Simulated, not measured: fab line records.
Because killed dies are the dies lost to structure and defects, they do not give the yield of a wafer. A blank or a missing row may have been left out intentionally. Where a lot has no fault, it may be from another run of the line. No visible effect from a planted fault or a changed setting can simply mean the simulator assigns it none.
A struck lot beside a sound one	flow berkeley-cmos170	23 out of 331 route steps
Sound: the wafers L318.2, L318.3, L318.5. Wafers struck: L330.2, L330.5, L330.6. The cause comes at the end.
Each step with rows lists, per side, the tool, then ch with its chambers, then its first start. Under that, the readings that differ: sound wafers	struck wafers	difference of the means	sigmas: that difference in standard deviations of wafers without a fault.
alike: same words and numbers on both sides, and readings whose means sit less than 2 such deviations apart. not compared: any withheld reading, any reading some wafer has no value for, any bound like >300 that may hide the same value, and any number with overlapping values for which the record gives no deviation.
Wherever a step has rows on one side only, a row that says differs or no value, or a row with sigmas, the two part there. When numbers do not overlap yet have no deviation, they are printed without sigmas and do not part them. A reading missing from all wafers of one side parts the sides only when that side holds two or more wafers.

first, 1 step without rows for these wafers: UCB170_CONTACT_DEVELOP_14 (develop time 45 s).
UCB170_CONTACT_CD_MEAS_15 targets a cd of 700 nm.
  sound: cd-sem-01 at day 7 20:01; struck: cd-sem-01 at day 10 02:19
  alike: cd-nm
UCB170_CONTACT_OVL_MEAS_16:
  sound: overlay-02 at day 7 20:07; struck: overlay-01 at day 10 02:25
  alike: CONTACT_OVL
UCB170_CONTACT_ETCH_17: etches BARC in N2/H2.
  sound on rie-diel-03 ch 0,2,3, day 7 20:08; struck on rie-diel-01 ch 0,1, day 10 02:26
reading	sound	struck	difference	sigmas
oes-product-au (a.u.)	0.983 1.006 0.985	1.051 0.996 1.048	+0.040	+3
  alike: chamber-pressure-mTorr, drypump-motor-current-A, throttle-valve-pct
then, 1 step without rows for these wafers: UCB170_CONTACT_ETCH_18 (etches PSG in CHF3/CF4/Ar, stops on TiSi2, target depth 840 nm, time 195 s).
UCB170_CONTACT_STRIP_19: strips in O2.
  sound on plasma-asher-02 ch 0,1, day 7 20:19; struck on plasma-asher-02 ch 0,1, day 10 02:37
  alike: chamber-pressure-mTorr, drypump-motor-current-A, oes-product-au
  not compared: rf-hours-counter-h
UCB170_CONTACT_CD_MEAS_90 targets a cd of 700 nm.
  sound: cd-sem-02 at day 7 20:26; struck: cd-sem-01 at day 10 02:44
  alike: cd-nm
then, 1 step without rows for these wafers: UCB170_CONTACT_CLEAN_20 (cleans in SPM, time 600 s).
UCB170_M1_SPUTTER_00: material Al, target thk 600 nm, time 80 s.
  sound: pvd-sputter-01 at day 7 20:43; struck: pvd-sputter-04 at day 10 03:06
  alike: cathode-dc-power-W, throttle-valve-pct
UCB170_M1_RS_MEAS_01: measurement is done with a four-point probe.
  sound: film-metro-01 at day 7 20:48; struck: film-metro-03 at day 10 03:11
reading	sound	struck	difference	sigmas
M1_AL_RS (ohm/sq)	0.0484 0.0475 0.0478	0.0490 0.0495 0.0487	+0.0012	+2
UCB170_M1_THK_MEAS_02: measures by xrf.
  sound: film-metro-01 at day 7 20:55; struck: film-metro-03 at day 10 03:17
  alike: M1_AL_THK
following that, these wafers have no rows for 1 step: UCB170_M1_COAT_03.
UCB170_M1_COAT_04: resist thk 900 nm.
  sound on litho-track-02 ch 0, day 7 21:00; struck on litho-track-02 ch 0, day 10 03:00
reading	sound	struck	difference	sigmas
spin-speed-rpm (rpm)	1500.6 1500.2 1499.8	1775.2 1775.0 1774.0	+274.5	+99 or more
model.KrF_of_M1_COAT_04.thk-nm (nm)	897 900.1 898.5	830.3 831.3 832.6	-67.1	
  alike: exhaust-pa
then, 4 steps without rows for these wafers: UCB170_M1_SOFTBAKE_05 (time 60 s); UCB170_M1_EXPOSE_06 (exposes mask METAL1, target cd 700 nm); UCB170_M1_PEB_07; UCB170_M1_DEVELOP_08 (develop time 45 s).
UCB170_M1_CD_MEAS_09 targets a cd of 700 nm.
  sound: cd-sem-02 at day 7 22:17; struck: cd-sem-01 at day 10 04:31
  alike: cd-nm
UCB170_M1_OVL_MEAS_10:
  sound: overlay-01 at day 7 22:24; struck: overlay-01 at day 10 04:38
  alike: M1_OVL
UCB170_M1_ETCH_11: etches BARC in N2/H2.
  sound on rie-diel-04 ch 0,1,3, day 7 22:26; struck on rie-diel-04 ch 1,2,3, day 10 04:40
  alike: chamber-pressure-mTorr, drypump-motor-current-A, oes-product-au, throttle-valve-pct
UCB170_M1_METAL_ETCH_12: etches Al in Cl2/BCl3, stops on PSG, target depth 780 nm, time 130 s.
  sound on rie-metal-03 ch 0,1, day 7 22:28; struck on rie-metal-04 ch 0,1, day 10 04:42
reading	sound	struck	difference	sigmas
model.KrF_of_M1_COAT_04.thk-nm (nm)	444.3 445.7 437	390.8 362.9 394	-59.8	
  alike: chamber-pressure-mTorr, drypump-motor-current-A, oes-product-au, throttle-valve-pct
  not compared: rf-hours-counter-h
UCB170_M1_STRIP_13: strips in O2.
  sound on plasma-asher-03 ch 0,1, day 7 22:39; struck on plasma-asher-04 ch 0,1, day 10 04:50
reading	sound	struck	difference	sigmas
oes-product-au (a.u.)	0.723 0.718 0.726	0.719 0.704 0.716	-0.009	-2
  alike: chamber-pressure-mTorr, drypump-motor-current-A
  not compared: rf-hours-counter-h
UCB170_M3_PROBE_99:
  the record has rows for the struck wafers here (prober-01, day 10 20:31) and none for the sound ones

WHERE THEY PART
Earliest at UCB170_CONTACT_ETCH_17; latest, in this record, at UCB170_M3_PROBE_99.

WHY: what had been put in by the simulator
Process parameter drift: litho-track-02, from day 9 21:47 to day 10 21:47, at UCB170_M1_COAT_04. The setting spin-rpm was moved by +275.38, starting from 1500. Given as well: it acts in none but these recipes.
